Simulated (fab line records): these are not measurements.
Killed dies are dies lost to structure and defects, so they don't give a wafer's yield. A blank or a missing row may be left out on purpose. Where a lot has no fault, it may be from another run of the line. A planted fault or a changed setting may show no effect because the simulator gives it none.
Split-lot experiment ; flow berkeley cmos170 ; 5 lots, 23 wafers read, on a route of 331 steps

== ABOUT THE SPLIT ==
At UCB170_PLDD_EXPOSE_03 (exposes mask PSELECT, target cd 1200 nm), the setting dose mj was moved away from the recipe's 30 on 9 of the 23 wafers read, by -7.0% to +7.3%. This setting was run at the recipe's value on the other wafers.

== FROM THE SPLIT TO THE READING: what the file shows between them, 2 steps ==
- UCB170_PLDD_PEB_04
- UCB170_PLDD_DEVELOP_05: develop time 45 s

== THE READING ==
cd nm (nm) at UCB170_PLDD_CD_MEAS_06, where the cd target is 1200 nm. A value of 1200.3 nm with a standard deviation of 1.5 nm is what fault-free wafers of this fab line usually give.

wafer;tool, chamber at the split;dose mj as run;against the recipe;cd nm, nm;against lot-mates on the recipe
L074.1;krf scanner-02, 0;30;recipe;1200.0;-
L074.2;krf scanner-02, 0;28.61;-4.6%;1192.0;-7.6
L074.3;krf scanner-02, 0;28.61;-4.6%;1191.5;-8.1
L074.5;krf scanner-02, 0;30;recipe;1199.1;-
L074.6;krf scanner-02, 0;30;recipe;1199.8;-
L079.1;krf scanner-01, 0;29.13;-2.9%;1192.2;-5.8
L079.3;krf scanner-01, 0;30;recipe;1197.5;-
L079.4;krf scanner-01, 0;29.13;-2.9%;1193.7;-4.2
L079.5;krf scanner-01, 0;29.13;-2.9%;1192.3;-5.7
L079.6;krf scanner-01, 0;30;recipe;1198.4;-
L078.4;krf scanner-01, 0;30;recipe;1200.0;-
L078.5;krf scanner-01, 0;30;recipe;1200.6;-
L078.6;krf scanner-01, 0;30;recipe;1201.2;-
L083.1;krf scanner-02, 0;30;recipe;1197.6;-
L083.3;krf scanner-02, 0;30;recipe;1197.8;-
L083.4;krf scanner-02, 0;27.89;-7.0%;1184.6;-13.2
L083.5;krf scanner-02, 0;27.89;-7.0%;1184.6;-13.2
L083.6;krf scanner-02, 0;30;recipe;1198.1;-
L085.2;krf scanner-02, 0;30;recipe;1202.3;-
L085.3;krf scanner-02, 0;32.19;+7.3%;1213.5;+12.9
L085.4;krf scanner-02, 0;30;recipe;1199.7;-
L085.5;krf scanner-02, 0;30;recipe;1199.9;-
L085.6;krf scanner-02, 0;32.19;+7.3%;1212.5;+11.9

FIT RESULTS
A straight line over all 23 wafers: cd nm changes by +1.95 nm for each +1% of dose mj; r = +0.98; the points scatter about the line by 1.3 nm.
The same after taking each lot's own level away (the mean of its wafers on the recipe; 23 wafers): +1.77 nm for each +1%; r = +0.99; scatter 0.68 nm.
On that fit, the largest move of dose mj shifts the reading by 13 nm.
From 1197.83 to 1200.63 nm: that is the span of the lots' own levels, equal to 1.9 times the standard deviation above.
Hence the slope depends on the lot-to-lot level, as the two fits are not the same.
Check: +12.8 nm against its lot-mates is what the line predicts for one of the wafers moved furthest among these (+7.3%) when that wafer is left out of the fit. It came out at +12.9 nm against them.

== THE FILE'S OWN FIT ==
cd nm changes by +1.77 nm for each +1% of dose mj, r = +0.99.
